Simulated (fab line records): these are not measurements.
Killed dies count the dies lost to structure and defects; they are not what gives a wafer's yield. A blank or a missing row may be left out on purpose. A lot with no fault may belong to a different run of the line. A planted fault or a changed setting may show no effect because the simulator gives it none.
fab line records	flow rit-cmos
record: lots: 5	wafers: 23
route steps=202 shown PSD@150 SDANNEAL@153 NSD@158 CONTACT@168 M1@184
start-h: hours from the record's opening day to when the first of the lot's shown wafers began	wait-h: hours elapsed since this lot's preceding step	" same as the row above	L1.1+2: a single row standing in for several wafers	- no value present, or no start provided	* or withheld: withheld	< > ~ a bound
route shown NAME@n: NAME is a module with steps in the file, n the number in the route of the first one	usual: the fault-free wafers' mean and standard deviation	same: alike in all rows	chamber/n: place in a boat	sites: each site's reading	_std_site: standard deviation across them	_edge_site: inner sites' mean taken away from outer sites' mean	radius-mm: how far each site lies from the wafer's centre	mask NAME#n: copy n	behind: the most recent tool/chamber to have shaped the wafer	hold: reason for holding the lot/hours on hold/outcome of the hold	device: transistor that didn't switch, given as n, p or np	end of line: tests run on the same wafers once the route is complete	a step given without rows: its recipe and nothing more	killed: at the first sort, the dies lost to defects and structure; wafer yield is something else	map: dies across one wafer; x = killed, . = not, _ = none there
set.NAME: the setting the step ran with; set.NAME@STEP: the setting that earlier step ran with	model.NAME: the simulator's own value behind a step, which no gauge read
lots with deliberately changed settings; one table per step, one row per wafer
== steps ==
step: RIT_PSD_IMPLANT_08
recipe: species: BF2	energy-kev: 27	dose-cm2: 5e+15	tilt-deg: 7
lot.wafer	tool	chamber	start-h	wait-h	set.energy-kev	model.implant.rp-nm	model.implant.drp-nm
L075.1+3	implanter-04	0	57.83	0.1	28.51	22.86	12.52
L075.4+5+6	"	0	"	"	27	21.89	12.05
L079.2+4+6	implanter-01	0	73.08	0.1	26.48	22.05	11.88
L079.3+5	"	0	"	"	27	22.39	12.05
L080.1+3+6	implanter-04	0	79.88	0.1	26.08	21.2	11.76
L080.2+5	"	0	"	"	27	21.8	12.05
L082.1+6	implanter-01	0	88.45	0.1	27	21.35	12.05
L082.2+4+5	"	0	"	"	27.91	21.92	12.33
L084.2+4+6	implanter-01	0	98.11	0.1	27	22.49	12.05
step: RIT_PSD_STRIP_09
recipe: chemistry: O2	time-s: 180	resist: NOVOLAK	platen-temp-c: withheld	power-w: 500	pressure-mtorr: 4000	o2-flow-sccm: 4000
step: RIT_SDANNEAL_CLEAN_00
recipe: chemistry: SC1	mix: 3:3:50	time-s: 600	temp-c: 75
lot.wafer	tool	chamber	start-h	wait-h	set.nh3-flow-sccm@SPACER_CVD_03	model.Si3N4_of_SPACER_CVD_03.thk-nm
L075.1	wet-bench-01	2	58.22	0.1	150	193.7
L075.3	"	2	"	"	150	196.5
L075.4+6	"	2	"	"	150	197.9
L075.5	"	2	"	"	150	195.8
L079.2	wet-bench-01	2	73.44	0.0	127.6	173.6
L079.3	"	2	"	"	127.6	173.4
L079.4	"	2	"	"	127.6	172.7
L079.5	"	2	"	"	127.6	174.3
L079.6	"	2	"	"	127.6	174.4
L080.1	wet-bench-04	3	80.27	0.1	150	192.9
L080.2	"	3	"	"	150	191.3
L080.3	"	3	"	"	150	195.1
L080.5	"	3	"	"	150	190.9
L080.6	"	3	"	"	150	193
L082.1	wet-bench-01	1	88.83	0.1	139.1	186.3
L082.2+4	"	1	"	"	139.1	184.7
L082.5	"	1	"	"	139.1	185.6
L082.6	"	1	"	"	139.1	183.4
L084.2	wet-bench-01	2	98.47	0.0	150	191.5
L084.4	"	2	"	"	150	194.2
L084.6	"	2	"	"	150	194
step: RIT_SDANNEAL_CLEAN_01
recipe: chemistry: dHF	dilution: 50:1	time-s: 30
step: RIT_SDANNEAL_CLEAN_02
recipe: chemistry: SC2	mix: 3:3:50	time-s: 600	temp-c: 75	dry: n2-spin
step: RIT_SDANNEAL_RTA_03
recipe: temp-c: 1050	time-s: 5	idle-temp-c: 600	ramp-up-c-per-s: 342	ramp-down-c-per-s: 171	cool-to-c: 600	ambient: N2
step: RIT_SDANNEAL_RS_MEAS_04
recipe: thk-meas-gauge: four-point-probe
usual: PSD_RS: 115.90/0.26
lot.wafer	tool	chamber	start-h	wait-h	set.energy-kev@PSD_IMPLANT_08	PSD_RS[ohm/sq]
L075.1	film-metro-02	-	58.82	0.0	28.51	112.95
L075.3	"	-	"	"	28.51	112.70
L075.4	"	-	"	"	27	116.12
L075.5	"	-	"	"	27	115.68
L075.6	"	-	"	"	27	115.99
L079.2	film-metro-01	-	73.88	0.1	26.48	117.02
L079.3	"	-	"	"	27	115.85
L079.4	"	-	"	"	26.48	116.90
L079.5	"	-	"	"	27	115.85
L079.6	"	-	"	"	26.48	117.22
L080.1	film-metro-01	-	80.70	0.0	26.08	117.68
L080.2	"	-	"	"	27	115.60
L080.3	"	-	"	"	26.08	117.74
L080.5	"	-	"	"	27	115.95
L080.6	"	-	"	"	26.08	117.84
L082.1	film-metro-01	-	89.29	0.0	27	115.33
L082.2	"	-	"	"	27.91	113.53
L082.4	"	-	"	"	27.91	113.84
L082.5	"	-	"	"	27.91	113.61
L082.6	"	-	"	"	27	115.45
L084.2	film-metro-04	-	98.92	0.1	27	115.59
L084.4	"	-	"	"	27	115.90
L084.6	"	-	"	"	27	116.01
step: RIT_SDANNEAL_RS_MEAS_05
recipe: thk-meas-gauge: four-point-probe
usual: NSD_RS: 84.61/0.28
lot.wafer	tool	chamber	start-h	wait-h	set.dose-cm2@NSD_IMPLANT_08	NSD_RS[ohm/sq]
L075.1	film-metro-02	-	58.94	0.1	1e+15	84.43
L075.3	"	-	"	"	1e+15	84.34
L075.4	"	-	"	"	1e+15	84.61
L075.5	"	-	"	"	9.511e+14	87.86
L075.6	"	-	"	"	9.511e+14	87.76
L079.2	film-metro-01	-	74.00	0.1	1e+15	84.38
L079.3	"	-	"	"	9.539e+14	87.66
L079.4	"	-	"	"	9.539e+14	87.57
L079.5	"	-	"	"	1e+15	84.36
L079.6	"	-	"	"	9.539e+14	87.72
L080.1	film-metro-01	-	80.82	0.1	9.674e+14	87.15
L080.2	"	-	"	"	9.674e+14	87.05
L080.3	"	-	"	"	1e+15	84.51
L080.5	"	-	"	"	9.674e+14	86.75
L080.6	"	-	"	"	1e+15	84.79
L082.1	film-metro-01	-	89.41	0.1	1e+15	84.66
L082.2	"	-	"	"	9.481e+14	88.26
L082.4	"	-	"	"	1e+15	84.52
L082.5	"	-	"	"	9.481e+14	88.47
L082.6	"	-	"	"	9.481e+14	87.93
L084.2	film-metro-04	-	99.04	0.1	1e+15	84.78
L084.4	"	-	"	"	1e+15	85.24
L084.6	"	-	"	"	1e+15	84.67
step: RIT_CONTACT_CVD_00
recipe: material: SiO2	target-thk-nm: 400	precursor: TEOS	temp-c: 390	time-s: 61	rf-w: 400
lot.wafer	tool	chamber	start-h	wait-h	set.time-s	model.SiO2_of_CONTACT_CVD_00.thk-nm
L075.1	pecvd-03	2	59.81	0.1	54.48	361.1
L075.3	"	1	"	"	61	404.2
L075.4	"	0	"	"	54.48	365.1
L075.5	"	1	"	"	61	408.9
L075.6	"	2	"	"	61	412.9
L079.2	pecvd-01	0	74.86	0.0	61	398.2
L079.3	"	2	"	"	61	398.8
L079.4	"	2	"	"	66.29	437.9
L079.5	"	1	"	"	66.29	441.2
L079.6	"	0	"	"	61	400.1
L080.1	pecvd-02	0	81.70	0.1	53.98	358.1
L080.2	"	2	"	"	61	397.8
L080.3	"	1	"	"	61	403.6
L080.5	"	2	"	"	61	408.2
L080.6	"	1	"	"	53.98	361
L082.1	pecvd-01	0	90.29	0.1	61	394.9
L082.2	"	1	"	"	67.59	437.8
L082.4	"	1	"	"	67.59	446.7
L082.5	"	2	"	"	61	-
L082.6	"	0	"	"	67.59	-
L084.2	pecvd-03	1	99.90	0.0	61	394.6
L084.4	"	2	"	"	61	400
L084.6	"	1	"	"	61	402.9
step: RIT_CONTACT_THK_MEAS_01
recipe: reads: SiO2_of_CONTACT_CVD_00
usual: CONTACT_TEOS_THK: 402/5.4
lot.wafer	tool	chamber	start-h	wait-h	set.time-s@CONTACT_CVD_00	CONTACT_TEOS_THK[nm]
L075.1	film-metro-04	-	59.86	0.0	54.48	361
L075.3	"	-	"	"	61	404
L075.4	"	-	"	"	54.48	365
L075.5	"	-	"	"	61	409
L075.6	"	-	"	"	61	413
L079.2	film-metro-04	-	74.92	0.0	61	398
L079.3	"	-	"	"	61	398
L079.4	"	-	"	"	66.29	438
L079.5	"	-	"	"	66.29	441
L079.6	"	-	"	"	61	400
L080.1	film-metro-04	-	81.75	0.0	53.98	358
L080.2	"	-	"	"	61	398
L080.3	"	-	"	"	61	403
L080.5	"	-	"	"	61	408
L080.6	"	-	"	"	53.98	361
L082.1	film-metro-01	-	90.34	0.0	61	395
L082.2	"	-	"	"	67.59	438
L082.4	"	-	"	"	67.59	447
L082.5	"	-	"	"	61	404
L082.6	"	-	"	"	67.59	445
L084.2	film-metro-04	-	99.98	0.1	61	395
L084.4	"	-	"	"	61	400
L084.6	"	-	"	"	61	403
step: RIT_CONTACT_DEVELOP_07
recipe: resist: NOVOLAK	develop-time-s: 120	dev-temp-c: 23
lot.wafer	tool	chamber	start-h	wait-h	set.develop-time-s
L075.1+3+5	litho-track-02	0	-	-	120
L075.4+6	"	0	"	"	104.8
L079.2+5+6	litho-track-01	0	-	-	120
L079.3+4	"	0	"	"	109.7
L080.1+3+5	litho-track-02	0	-	-	111.5
L080.2+6	"	0	"	"	120
L082.1+2+6	litho-track-01	0	-	-	120
L082.4+5	"	0	"	"	110.8
L084.2+4+6	litho-track-04	0	-	-	120
step: RIT_CONTACT_CD_MEAS_08
recipe: target-cd-nm: 1000
usual: cd-nm: 1000.9/2.3
lot.wafer	tool	chamber	start-h	wait-h	set.develop-time-s@CONTACT_DEVELOP_07	cd-nm
L075.1	cd-sem-01	-	61.09	-	120	1003.2
L075.3	"	-	"	"	120	1003.8
L075.4	"	-	"	"	104.8	993.8
L075.5	"	-	"	"	120	1001.3
L075.6	"	-	"	"	104.8	992.0
L079.2	cd-sem-02	-	76.09	-	120	999.1
L079.3	"	-	"	"	109.7	991.5
L079.4	"	-	"	"	109.7	989.7
L079.5	"	-	"	"	120	1001.3
L079.6	"	-	"	"	120	999.5
L080.1	cd-sem-02	-	82.78	-	111.5	998.2
L080.2	"	-	"	"	120	999.7
L080.3	"	-	"	"	111.5	997.2
L080.5	"	-	"	"	111.5	996.8
L080.6	"	-	"	"	120	1002.0
L082.1	cd-sem-01	-	91.40	-	120	1000.9
L082.2	"	-	"	"	120	1001.9
L082.4	"	-	"	"	110.8	996.2
L082.5	"	-	"	"	110.8	994.8
L082.6	"	-	"	"	120	1002.4
L084.2	cd-sem-02	-	101.14	-	120	1001.9
L084.4	"	-	"	"	120	1002.2
L084.6	"	-	"	"	120	1003.3
step: RIT_CONTACT_HARDBAKE_10
recipe: resist: NOVOLAK	temp-c: 140	time-s: 60
step: RIT_CONTACT_ETCH_11
recipe: target-depth-a: 4800	over-etch-frac: 0.2	stop-on: TiSi2	chemistry: CHF3/CF4/Ar	target: SiO2	CHF3_flow_sccm: 50	cf4-flow-sccm: 10	Ar_flow_sccm: 100	O2_flow_sccm: 5	pressure-mtorr: 100	rf-w: 200	time-s: 320
lot.wafer	tool	chamber	start-h	wait-h	set.time-s@CONTACT_CVD_00	set.develop-time-s@CONTACT_DEVELOP_07	model.CONTACT.cd-nm	model.etch.depth-nm	model.CONTACT.feature-depth-nm
L075.1	rie-diel-04	1	61.42	0.1	54.48	120	1003	361.1	361.1
L075.3	"	2	"	"	61	120	1004	404.2	404.2
L075.4	"	3	"	"	54.48	104.8	993.5	365.1	365.1
L075.5	"	2	"	"	61	120	1001	408.9	408.9
L075.6	"	1	"	"	61	104.8	992.2	412.9	412.9
L079.2	rie-diel-01	0	76.37	0.1	61	120	999.3	398.2	398.2
L079.3	"	3	"	"	61	109.7	991.8	398.8	398.8
L079.4	"	2	"	"	66.29	109.7	990.3	437.9	437.9
L079.5	"	1	"	"	66.29	120	1001	441.2	441.2
L079.6	"	2	"	"	61	120	999.6	400.1	400.1
L080.1	rie-diel-01	3	83.08	0.1	53.98	111.5	998.1	358.1	358.1
L080.2	"	0	"	"	61	120	999.4	397.8	397.8
L080.3	"	1	"	"	61	111.5	997.3	403.6	403.6
L080.5	"	2	"	"	61	111.5	996.7	408.2	408.2
L080.6	"	1	"	"	53.98	120	1002	361	361
L082.1	rie-diel-01	3	91.80	0.1	61	120	1001	394.9	394.9
L082.2	"	0	"	"	67.59	120	1001	437.8	437.8
L082.4	"	1	"	"	67.59	110.8	995.8	446.7	446.7
L082.5	"	1	"	"	61	110.8	995.1	-	403.6
L082.6	"	2	"	"	67.59	120	1002	-	445.1
L084.2	rie-diel-03	1	101.43	0.1	61	120	1002	394.6	394.6
L084.4	"	0	"	"	61	120	1003	400	400
L084.6	"	0	"	"	61	120	1004	402.9	402.9
step: RIT_CONTACT_STRIP_12
recipe: chemistry: O2	time-s: 180	resist: NOVOLAK	platen-temp-c: withheld	power-w: 500	pressure-mtorr: 4000	o2-flow-sccm: 4000
step: RIT_CONTACT_CD_MEAS_90
recipe: target-cd-nm: 1000
usual: cd-nm: 1000.9/2.3
lot.wafer	tool	chamber	start-h	wait-h	set.develop-time-s@CONTACT_DEVELOP_07	cd-nm
L075.1	cd-sem-02	-	61.79	0.1	120	1002.6
L075.3	"	-	"	"	120	1003.7
L075.4	"	-	"	"	104.8	993.3
L075.5	"	-	"	"	120	1001.4
L075.6	"	-	"	"	104.8	992.4
L079.2	cd-sem-01	-	76.76	0.1	120	999.3
L079.3	"	-	"	"	109.7	992.1
L079.4	"	-	"	"	109.7	990.2
L079.5	"	-	"	"	120	1001.2
L079.6	"	-	"	"	120	999.3
L080.1	cd-sem-01	-	83.45	0.1	111.5	998.2
L080.2	"	-	"	"	120	999.4
L080.3	"	-	"	"	111.5	996.7
L080.5	"	-	"	"	111.5	996.7
L080.6	"	-	"	"	120	1002.2
L082.1	cd-sem-01	-	92.17	0.1	120	1001.2
L082.2	"	-	"	"	120	1001.5
L082.4	"	-	"	"	110.8	995.7
L082.5	"	-	"	"	110.8	995.2
L082.6	"	-	"	"	120	1002.1
L084.2	cd-sem-01	-	101.82	0.1	120	1001.7
L084.4	"	-	"	"	120	1003.1
L084.6	"	-	"	"	120	1003.7
step: RIT_M1_SPUTTER_00
recipe: material: Al	target-thk-nm: 400	power-w: 2000	chamber-pressure-pa: 0.4	gas: Ar	time-s: 500	substrate-temp-c: 25
lot.wafer	tool	chamber	start-h	wait-h	set.power-w	model.Al_of_M1_SPUTTER_00.thk-nm
L075.1	pvd-sputter-03	-	62.26	0.0	1927	384.2
L075.3	"	-	"	"	2000	404.3
L075.4	"	-	"	"	2000	398.1
L075.5	"	-	"	"	1927	382.2
L075.6	"	-	"	"	1927	386.4
L079.2	pvd-sputter-01	-	77.24	0.0	1922	388.7
L079.3	"	-	"	"	1922	390.7
L079.4	"	-	"	"	2000	395.7
L079.5	"	-	"	"	1922	381.4
L079.6	"	-	"	"	2000	404.9
L080.1	pvd-sputter-02	-	83.94	0.0	2000	402.5
L080.2	"	-	"	"	2000	400.6
L080.3	"	-	"	"	1921	387
L080.5	"	-	"	"	1921	382.4
L080.6	"	-	"	"	2000	401.9
L082.1	pvd-sputter-02	-	92.64	0.0	2000	398.4
L082.2	"	-	"	"	2000	397.9
L082.4	"	-	"	"	2000	393.3
L082.5	"	-	"	"	1869	372.2
L082.6	"	-	"	"	1869	367.8
L084.2	pvd-sputter-02	-	102.27	0.0	2000	400.9
L084.4	"	-	"	"	2000	397.5
L084.6	"	-	"	"	2000	396.2
step: RIT_M1_RS_MEAS_01
recipe: thk-meas-gauge: four-point-probe	reads: Al_of_M1_SPUTTER_00
usual: M1_AL_RS: 0.0733/0.00059
lot.wafer	tool	chamber	start-h	wait-h	set.power-w@M1_SPUTTER_00	M1_AL_RS[ohm/sq]
L075.1	film-metro-02	-	62.56	0.1	1927	0.0766
L075.3	"	-	"	"	2000	0.0726
L075.4	"	-	"	"	2000	0.0737
L075.5	"	-	"	"	1927	0.0770
L075.6	"	-	"	"	1927	0.0760
L079.2	film-metro-02	-	77.56	0.2	1922	0.0755
L079.3	"	-	"	"	1922	0.0753
L079.4	"	-	"	"	2000	0.0742
L079.5	"	-	"	"	1922	0.0771
L079.6	"	-	"	"	2000	0.0725
L080.1	film-metro-04	-	84.23	0.1	2000	0.0729
L080.2	"	-	"	"	2000	0.0733
L080.3	"	-	"	"	1921	0.0760
L080.5	"	-	"	"	1921	0.0770
L080.6	"	-	"	"	2000	0.0730
L082.1	film-metro-04	-	92.94	0.1	2000	0.0737
L082.2	"	-	"	"	2000	0.0739
L082.4	"	-	"	"	2000	0.0747
L082.5	"	-	"	"	1869	0.0788
L082.6	"	-	"	"	1869	0.0801
L084.2	film-metro-04	-	102.58	0.2	2000	0.0733
L084.4	"	-	"	"	2000	0.0739
L084.6	"	-	"	"	2000	0.0742
step: RIT_M1_THK_MEAS_02
recipe: thk-meas-gauge: xrf	reads: Al_of_M1_SPUTTER_00
usual: M1_AL_THK: 406/3.3
lot.wafer	tool	chamber	start-h	wait-h	set.power-w@M1_SPUTTER_00	M1_AL_THK[nm]
L075.1	film-metro-02	-	62.68	0.1	1927	389
L075.3	"	-	"	"	2000	411
L075.4	"	-	"	"	2000	404
L075.5	"	-	"	"	1927	386
L075.6	"	-	"	"	1927	393
L079.2	film-metro-02	-	77.67	0.1	1922	394
L079.3	"	-	"	"	1922	396
L079.4	"	-	"	"	2000	403
L079.5	"	-	"	"	1922	384
L079.6	"	-	"	"	2000	409
L080.1	film-metro-04	-	84.35	0.1	2000	407
L080.2	"	-	"	"	2000	408
L080.3	"	-	"	"	1921	392
L080.5	"	-	"	"	1921	389
L080.6	"	-	"	"	2000	409
L082.1	film-metro-04	-	93.06	0.1	2000	406
L082.2	"	-	"	"	2000	404
L082.4	"	-	"	"	2000	399
L082.5	"	-	"	"	1869	377
L082.6	"	-	"	"	1869	374
L084.2	film-metro-04	-	102.69	0.1	2000	408
L084.4	"	-	"	"	2000	404
L084.6	"	-	"	"	2000	404
step: RIT_M1_DEVELOP_08
recipe: resist: NOVOLAK	develop-time-s: 68	dev-temp-c: 23
lot.wafer	tool	chamber	start-h	wait-h	set.develop-time-s
L075.1+4+5	litho-track-01	0	-	-	68
L075.3+6	"	0	"	"	57.98
L079.2+3+4	litho-track-01	0	-	-	68
L079.5+6	"	0	"	"	72.28
L080.1+2	litho-track-01	0	-	-	68
L080.3+5+6	"	0	"	"	71.11
L082.1+4	litho-track-01	0	-	-	76.07
L082.2+5+6	"	0	"	"	68
L084.2+4+6	litho-track-03	0	-	-	68
step: RIT_M1_CD_MEAS_09
recipe: target-cd-nm: 2600
usual: cd-nm: 2598.8/2
lot.wafer	tool	chamber	start-h	wait-h	set.develop-time-s@M1_DEVELOP_08	cd-nm
L075.1	cd-sem-02	-	63.74	-	68	2596.2
L075.3	"	-	"	"	57.98	2611.6
L075.4	"	-	"	"	68	2596.1
L075.5	"	-	"	"	68	2598.0
L075.6	"	-	"	"	57.98	2612.1
L079.2	cd-sem-02	-	78.74	-	68	2601.5
L079.3	"	-	"	"	68	2602.7
L079.4	"	-	"	"	68	2602.0
L079.5	"	-	"	"	72.28	2596.6
L079.6	"	-	"	"	72.28	2596.3
L080.1	cd-sem-02	-	85.39	-	68	2600.0
L080.2	"	-	"	"	68	2597.2
L080.3	"	-	"	"	71.11	2596.3
L080.5	"	-	"	"	71.11	2594.7
L080.6	"	-	"	"	71.11	2593.7
L082.1	cd-sem-02	-	94.00	-	76.07	2591.5
L082.2	"	-	"	"	68	2603.3
L082.4	"	-	"	"	76.07	2592.2
L082.5	"	-	"	"	68	2601.7
L082.6	"	-	"	"	68	2603.7
L084.2	cd-sem-02	-	103.77	-	68	2599.8
L084.4	"	-	"	"	68	2596.9
L084.6	"	-	"	"	68	2597.1
step: RIT_M1_METAL_ETCH_12
recipe: stop-on: SiO2	chemistry: Cl2/BCl3	target: Al	time-s: 165	over-etch-frac: 0.5	pressure-mtorr: 100	target-depth-a: 6000	rf-w: 250	Cl2_flow_sccm: 60	bcl3-flow-sccm: 50
lot.wafer	tool	chamber	start-h	wait-h	set.rf-w	set.power-w@M1_SPUTTER_00	model.M1.feature-depth-nm	model.etch.depth-nm
L075.1	rie-metal-04	1	64.15	0.2	250	1927	417	384.2
L075.3	"	0	"	"	236.7	2000	436.2	404.3
L075.4	"	1	"	"	236.7	2000	429	398.1
L075.5	"	0	"	"	236.7	1927	413.9	382.2
L075.6	"	1	"	"	250	1927	419.4	386.4
L079.2	rie-metal-03	0	79.13	0.2	241.8	1922	418.6	388.7
L079.3	"	1	"	"	250	1922	423.5	390.7
L079.4	"	0	"	"	241.8	2000	425.7	395.7
L079.5	"	0	"	"	250	1922	412.5	381.4
L079.6	"	1	"	"	250	2000	437.7	404.9
L080.1	rie-metal-01	1	85.79	0.2	250	2000	435.8	402.5
L080.2	"	0	"	"	250	2000	434	400.6
L080.3	"	0	"	"	250	1921	420.4	387
L080.5	"	1	"	"	262.9	1921	417.2	382.4
L080.6	"	0	"	"	262.9	2000	437.2	401.9
L082.1	rie-metal-03	0	94.40	0.2	250	2000	429.5	398.4
L082.2	"	1	"	"	250	2000	430.6	397.9
L082.4	"	0	"	"	250	2000	424.3	393.3
L082.5+6	"	1,0	"	"	250	1869	-	-
L084.2	rie-metal-04	0	104.15	0.2	250	2000	434.7	400.9
L084.4	"	0	"	"	250	2000	431.2	397.5
L084.6	"	1	"	"	250	2000	429.1	396.2
step: RIT_M1_STRIP_13
recipe: chemistry: nmp	resist: NOVOLAK	temp-c: 80	time-s: 600	dry: n2-spin
step: RIT_M1_STRIP_14
recipe: chemistry: O2	time-s: 180	platen-temp-c: withheld	power-w: 500	pressure-mtorr: 4000	o2-flow-sccm: 4000
step: RIT_M1_CD_MEAS_90
recipe: target-cd-nm: 2600
usual: cd-nm: 2599.6/2.7
lot.wafer	tool	chamber	start-h	wait-h	set.develop-time-s@M1_DEVELOP_08	cd-nm
L075.1	cd-sem-02	-	64.66	0.1	68	2597.7
L075.3	"	-	"	"	57.98	2613.5
L075.4	"	-	"	"	68	2601.3
L075.5	"	-	"	"	68	2600.0
L075.6	"	-	"	"	57.98	2615.3
L079.2	cd-sem-02	-	79.69	0.1	68	2603.7
L079.3	"	-	"	"	68	2603.8
L079.4	"	-	"	"	68	2605.6
L079.5	"	-	"	"	72.28	2598.8
L079.6	"	-	"	"	72.28	2597.1
L080.1	cd-sem-02	-	86.31	0.1	68	2602.1
L080.2	"	-	"	"	68	2595.9
L080.3	"	-	"	"	71.11	2596.3
L080.5	"	-	"	"	71.11	2594.9
L080.6	"	-	"	"	71.11	2590.3
L082.1	cd-sem-02	-	94.92	0.1	76.07	2593.5
L082.2	"	-	"	"	68	2602.3
L082.4	"	-	"	"	76.07	2594.0
L082.5	"	-	"	"	68	2603.0
L082.6	"	-	"	"	68	2607.3
L084.2	cd-sem-02	-	104.69	0.1	68	2599.0
L084.4	"	-	"	"	68	2595.9
L084.6	"	-	"	"	68	2598.5
== key ==
split: step: RIT_PSD_IMPLANT_08	setting: energy-kev	stated: 27	by: wafer
response: step: RIT_PSD_IMPLANT_08	reading: model.implant.rp-nm	change: +0.174	per: 1%	r: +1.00
response: step: RIT_PSD_IMPLANT_08	reading: model.implant.drp-nm	change: +0.0844	per: 1%	r: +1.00
response: step: RIT_SDANNEAL_RS_MEAS_04	reading: PSD_RS	change: -0.556	per: 1%	r: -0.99
split: step: RIT_CONTACT_CVD_00	setting: time-s	stated: 61	by: wafer
response: step: RIT_CONTACT_CVD_00	reading: model.SiO2_of_CONTACT_CVD_00.thk-nm	change: +4.2	per: 1%	r: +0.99
response: step: RIT_CONTACT_THK_MEAS_01	reading: CONTACT_TEOS_THK	change: +4.15	per: 1%	r: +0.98
response: step: RIT_CONTACT_ETCH_11	reading: model.etch.depth-nm	change: +4.2	per: 1%	r: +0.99
response: step: RIT_CONTACT_ETCH_11	reading: model.CONTACT.feature-depth-nm	change: +4.14	per: 1%	r: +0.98
split: step: RIT_CONTACT_DEVELOP_07	setting: develop-time-s	stated: 120	by: wafer
response: step: RIT_CONTACT_CD_MEAS_08	reading: cd-nm	change: +0.809	per: 1%	r: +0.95
response: step: RIT_CONTACT_ETCH_11	reading: model.CONTACT.cd-nm	change: +0.79	per: 1%	r: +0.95
response: step: RIT_CONTACT_CD_MEAS_90	reading: cd-nm	change: +0.789	per: 1%	r: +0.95
split: step: RIT_M1_SPUTTER_00	setting: power-w	stated: 2000	by: wafer
response: step: RIT_M1_SPUTTER_00	reading: model.Al_of_M1_SPUTTER_00.thk-nm	change: +4.08	per: 1%	r: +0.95
response: step: RIT_M1_RS_MEAS_01	reading: M1_AL_RS	change: -0.000819	per: 1%	r: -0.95
response: step: RIT_M1_THK_MEAS_02	reading: M1_AL_THK	change: +4.25	per: 1%	r: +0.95
response: step: RIT_M1_METAL_ETCH_12	reading: model.M1.feature-depth-nm	change: +4.02	per: 1%	r: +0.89
response: step: RIT_M1_METAL_ETCH_12	reading: model.etch.depth-nm	change: +4.1	per: 1%	r: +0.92
split: step: RIT_M1_DEVELOP_08	setting: develop-time-s	stated: 68	by: wafer
response: step: RIT_M1_CD_MEAS_09	reading: cd-nm	change: -0.969	per: 1%	r: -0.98
response: step: RIT_M1_CD_MEAS_90	reading: cd-nm	change: -0.967	per: 1%	r: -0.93
split: step: RIT_M1_METAL_ETCH_12	setting: rf-w	stated: 250	by: wafer
response none clear
split outside-this-file step=RIT_SPACER_CVD_03 setting=nh3-flow-sccm
split outside-this-file step=RIT_NSD_IMPLANT_08 setting=dose-cm2
split outside-this-file: this setting was split too, and the file shows its column; the key of that split is in another file
